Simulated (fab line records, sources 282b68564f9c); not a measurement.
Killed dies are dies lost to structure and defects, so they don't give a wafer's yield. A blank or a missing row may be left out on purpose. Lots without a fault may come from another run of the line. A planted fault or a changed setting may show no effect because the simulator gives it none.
Which tool did it? | flow rit_cmos | 15 lots, 45 wafers sampled, at 3 steps of a route of 202

WHAT THE GAUGES READ, wafer by wafer
RIT_ACTIVE_CD_MEAS_90: target cd 1400 nm.
lot  | measured    | on        | cd_nm (nm)
L732 | day 1 15:10 | cd_sem-02 | 1400.1 1395.7 1397.7
L734 | day 2 01:01 | cd_sem-01 | 1398.5 1400.2 1398.4
L735 | day 2 06:28 | cd_sem-01 | 1398.0 1397.0 1396.0
L736 | day 2 11:45 | cd_sem-01 | 1395.1 1392.6 1395.5
L738 | day 2 22:19 | cd_sem-01 | 1400.2 1402.9 1402.4
L739 | day 3 02:16 | cd_sem-02 | 1399.1 1401.5 1401.4
L741 | day 3 12:08 | cd_sem-01 | 1398.6 1401.6 1402.1
L742 | day 3 17:05 | cd_sem-02 | 1400.7 1398.6 1401.1
L743 | day 3 22:03 | cd_sem-02 | 1402.3 1400.1 1402.2
L744 | day 4 03:01 | cd_sem-01 | 1401.2 1402.0 1402.3
L749 | day 5 04:01 | cd_sem-02 | 1397.4 1396.5 1397.2
L750 | day 5 10:13 | cd_sem-02 | 1399.9 1401.5 1401.9
L753 | day 6 00:44 | cd_sem-02 | 1397.8 1398.4 1400.3
L754 | day 6 05:10 | cd_sem-02 | 1401.3 1399.4 1400.3
L755 | day 6 10:10 | cd_sem-02 | 1402.6 1403.6 1404.0

RIT_PWELL_OVL_MEAS_06.
lot  | measured    | on         | PWELL_OVL (nm)
L732 | day 2 00:12 | overlay-02 | 1.9 0.9 0.6
L734 | day 2 08:24 | overlay-01 | 0.7 1.3 -0.6
L735 | day 2 14:02 | overlay-02 | -1.3 1.0 -0.8
L736 | day 2 18:36 | overlay-02 | 2.2 0.7 2.8
L738 | day 3 05:11 | overlay-01 | 0.2 0.3 -0.6
L739 | day 3 08:58 | overlay-02 | -2.1 -0.9 -0.8
L741 | day 3 19:43 | overlay-02 | 0.5 -0.1 -1.0
L742 | day 4 00:40 | overlay-01 | 1.8 1.7 -0.1
L743 | day 4 04:44 | overlay-02 | 1.7 0.8 0.8
L744 | day 4 11:03 | overlay-01 | 1.4 -0.3 -0.2
L749 | day 5 11:02 | overlay-01 | 2.3 2.4 1.6
L750 | day 5 21:15 | overlay-02 | -2.6 -2.4 -1.5
L753 | day 6 08:10 | overlay-02 | 0.1 -0.8 -1.6
L754 | day 6 12:07 | overlay-02 | -1.0 -0.4 -1.3
L755 | day 6 17:02 | overlay-01 | 2.8 3.4 2.2

WHICH TOOL RAN EACH LOT (tool, then ch and the chambers of the sampled wafers, then the start)
lot  | RIT_PWELL_PEB_04
L732 | litho_track-01 ch 0, day 1 23:54
L734 | litho_track-01 ch 0, day 2 08:05
L735 | litho_track-02 ch 0, day 2 13:43
L736 | litho_track-03 ch 0, day 2 18:19
L738 | litho_track-03 ch 0, day 3 04:52
L739 | litho_track-01 ch 0, day 3 08:40
L741 | litho_track-02 ch 0, day 3 19:24
L742 | litho_track-01, day 4 00:22
L743 | litho_track-01, day 4 04:25
L744 | litho_track-03, day 4 10:44
L749 | litho_track-01 ch 0, day 5 10:43
L750 | litho_track-03 ch 0, day 5 20:58
L753 | litho_track-03 ch 0, day 6 07:52
L754 | litho_track-01 ch 0, day 6 11:50
L755 | litho_track-02 ch 0, day 6 16:44
- RIT_PWELL_PEB_04

WHAT THE TOOLS THEMSELVES READ (means of the sampled wafers that have a number; where no wafer has one, the mark that the record gives instead)
RIT_PWELL_PEB_04.
lot  | tool           | exhaust_pa (Pa)
L732 | litho_track-01 | 44.9
L734 | litho_track-01 | 45.9
L735 | litho_track-02 | 46.1
L736 | litho_track-03 | 44.6
L738 | litho_track-03 | 45.8
L739 | litho_track-01 | 44.5
L741 | litho_track-02 | 45.0
L742 | litho_track-01 | -
L743 | litho_track-01 | -
L744 | litho_track-03 | -
L749 | litho_track-01 | 44.5
L750 | litho_track-03 | 44.3
L753 | litho_track-03 | 44.7
L754 | litho_track-01 | 43.9
L755 | litho_track-02 | 45.0

THE ANSWER, worked out from the rows above alone
Rule: what is usual is taken from the lots themselves. Put in order of their means at a reading, lots are off if they are a third of the lots or fewer, leave a main group of 4 or more, and stand apart from it by a gap of 3 or more times the standard deviation of the main group's means; of several such gaps the widest counts. A main group whose means are all the same, to the digits that the tables above print for the reading, isn't used. A lot without any number at a reading at which 4 lots or more have one is off too. The other lots that the step has rows for count as sound. The gauges are gone through in route order, then the tools' own readings, and for those a lot's mean is taken as printed above. The first step at which some lot is off is used, and at that step the reading that is off furthest; a lot without a number counts as furthest.
Off: L742, L743, L744, at RIT_PWELL_PEB_04 (exhaust_pa). Without a number there: L742, L743, L744. The main group: mean 44.9 Pa, standard deviation 0.65.
A tool fits if, at that step or a process step before it, it ran every lot that is off, and no sound lot after the first of them. None of those tried fits.

WHAT THE SIMULATOR HAD PUT IN
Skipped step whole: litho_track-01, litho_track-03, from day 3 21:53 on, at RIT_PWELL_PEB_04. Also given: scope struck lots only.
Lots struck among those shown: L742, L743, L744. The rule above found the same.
